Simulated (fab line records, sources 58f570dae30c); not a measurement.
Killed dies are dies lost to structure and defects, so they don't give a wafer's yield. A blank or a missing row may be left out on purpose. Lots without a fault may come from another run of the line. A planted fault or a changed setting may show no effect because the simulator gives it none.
Which tool did it? | flow berkeley_cmos170 | 6 lots, 18 wafers sampled, at 3 steps of a route of 331

WHAT THE GAUGES READ, wafer by wafer
UCB170_V1_THK_MEAS_04.
lot  | measured     | on            | V1_POLISHED_THK (nm)
L739 | day 8 21:18  | film_metro-02 | 999.6 1002.7 1001.1
L742 | day 9 05:16  | film_metro-02 | 999.5 1002.3 1001.3
L741 | day 9 08:42  | film_metro-01 | 1001.1 998.8 1000.6
L751 | day 11 01:25 | film_metro-04 | 999.4 1001.2 998.5
L746 | day 11 07:05 | film_metro-04 | 1000.6 999.8 998.9
L760 | day 13 02:25 | film_metro-02 | 1001.5 1000.4 999.5

WHICH TOOL RAN EACH LOT (tool, then ch and the chambers of the sampled wafers, then the start)
lot  | UCB170_CONTACT_ETCH_17            | UCB170_CONTACT_ETCH_18
L739 | rie_diel-04 ch 0,1,2, day 8 16:39 | rie_diel-04 ch 0,1,2, day 8 21:18 or earlier
L742 | rie_diel-04 ch 0,1,3, day 9 01:04 | rie_diel-04 ch 0,1, day 9 05:16 or earlier
L741 | rie_diel-02 ch 1,2,3, day 9 03:10 | rie_diel-02 ch 1,2,3, day 9 08:42 or earlier
L751 | rie_diel-01 ch 1,2, day 10 21:13  | rie_diel-01 ch 1,2, day 11 01:25 or earlier
L746 | rie_diel-04 ch 0,3, day 11 00:45  | rie_diel-04 ch 0,3, day 11 07:05 or earlier
L760 | rie_diel-02 ch 0,3, day 12 21:52  | rie_diel-02 ch 0,3, day 13 02:25 or earlier
- UCB170_CONTACT_ETCH_17: etches BARC in N2/H2.
- UCB170_CONTACT_ETCH_18: etches PSG in CHF3/CF4/Ar, stops on TiSi2, target depth 840 nm, time 195 s.

THE ANSWER, worked out from the rows above alone
Rule: what is usual is taken from the lots themselves. Put in order of their means at a reading, lots are off if they are a third of the lots or fewer, leave a main group of 4 or more, and stand apart from it by a gap of 3 or more times the standard deviation of the main group's means; of several such gaps the widest counts. A main group whose means are all the same, to the digits that the tables above print for the reading, isn't used. A lot without any number at a reading at which 4 lots or more have one is off too. The other lots that the step has rows for count as sound.
No lot is off at any reading shown: from this, nothing can be told.

WHAT THE SIMULATOR HAD PUT IN
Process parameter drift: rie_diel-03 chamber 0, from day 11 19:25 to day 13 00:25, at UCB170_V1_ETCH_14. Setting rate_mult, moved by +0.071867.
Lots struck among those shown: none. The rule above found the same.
